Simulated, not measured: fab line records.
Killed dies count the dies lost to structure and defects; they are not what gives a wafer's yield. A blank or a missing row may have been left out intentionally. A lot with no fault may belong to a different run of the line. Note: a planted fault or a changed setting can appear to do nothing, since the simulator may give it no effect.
Code-filled problem report in 8D (eight disciplines) form    flow rit cmos    the parts of the form that need people (team, actions taken, sign-off) are left out

## 1. THE ISSUE
Across 9 wafers from 3 lots, ACTIVE_OXIDE_THK at RIT_ACTIVE_THK_MEAS_02 averages 35.4 nm, while fault-free wafers read 47.0 nm with a standard deviation of 0.84. Relative to the usual mean, that is a shift of -14 standard deviations.
Earliest sighting: wafer L623.2 on film metro-02 at day 2 16:19. The record holds 45 wafers of 15 lots with a number at this step. By rule, "out" or "out of limits" means more than 4 standard deviations away from the usual mean. The rest of the wafers with a number are treated as sound.

## 2. WHAT IT IS; WHAT IT IS NOT
question                     is                                           is not
which readings at this step  ACTIVE_OXIDE_THK                             -
which lots                   L623, L624, L627                             L618, L620, L621, L622, L628, L632, L633, L634, L636, L637, L638, L639
which wafers of those lots   all that have a number                       -
read on which gauges         film metro-02, film metro-03, film metro-04  -
when                         from day 2 16:19                             up to then (12 sound wafers); but 24 sound wafers of L628, L632, L633, L634, L636, L637, L638, L639 came after

## 3. WHAT RULES OUT EACH SUSPECT
Counting: a tool stays on the suspect list if, at a process step up to the reading, it processed all lots that are out and no sound lot following the first of them.
- the gauge at RIT_ACTIVE_THK_MEAS_02 is ruled out. 3 gauges (film metro-02, film metro-03, film metro-04) read the wafers that are out.
- furnace-04 at RIT_ACTIVE_OXIDATION_01 (target thk 46.8 nm, ox time 3360 s): kept. All lots that are out passed through it, beginning with L623 at day 2 14:23, and no sound lot followed; its final sound lot before that point was L620 at day 1 23:16.
Remaining after the count: furnace-04 at RIT_ACTIVE_OXIDATION_01.

## 4. THE CAUSE (what the simulator had put in)
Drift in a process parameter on furnace-04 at RIT_ACTIVE_OXIDATION_01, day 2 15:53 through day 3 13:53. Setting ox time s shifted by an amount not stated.
After counting, this tool was the only one left.

## 5. SEQUENCE OF EFFECTS, ordered by route
Rows list readings where the struck wafers' mean (over those with a number) sits beyond 3 standard deviations from the usual. Only readings for which the record gives a usual standard deviation are gone through. hours: the time from each lot's start at the first step in this table that gives one to its start at this step, as a median over the lots. sigmas: the change in usual standard deviations.
hours  step                    reading           usual    on struck wafers  change  sigmas
0      RIT_ACTIVE_THK_MEAS_02  ACTIVE_OXIDE_THK  47.0 nm  35.4              -11.6   -14
Later steps that measure or inspect, where all struck wafers having a row at the step show a number for every such reading and not one has moved that far: RIT_ACTIVE_CD_MEAS_11, RIT_M1_THK_MEAS_02.

## 6. WHAT WOULD HAVE CAUGHT IT SOONER
0 hours passed between the start of the fault at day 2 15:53 and the first reading out of limits at a measuring or inspecting step in this record, taken at day 2 16:19.
Among the 3 lots that are out, L624, L627 began RIT_ACTIVE_OXIDATION_01 on furnace-04 after day 2 16:19. A hold on the tool at that time would have spared those 2.
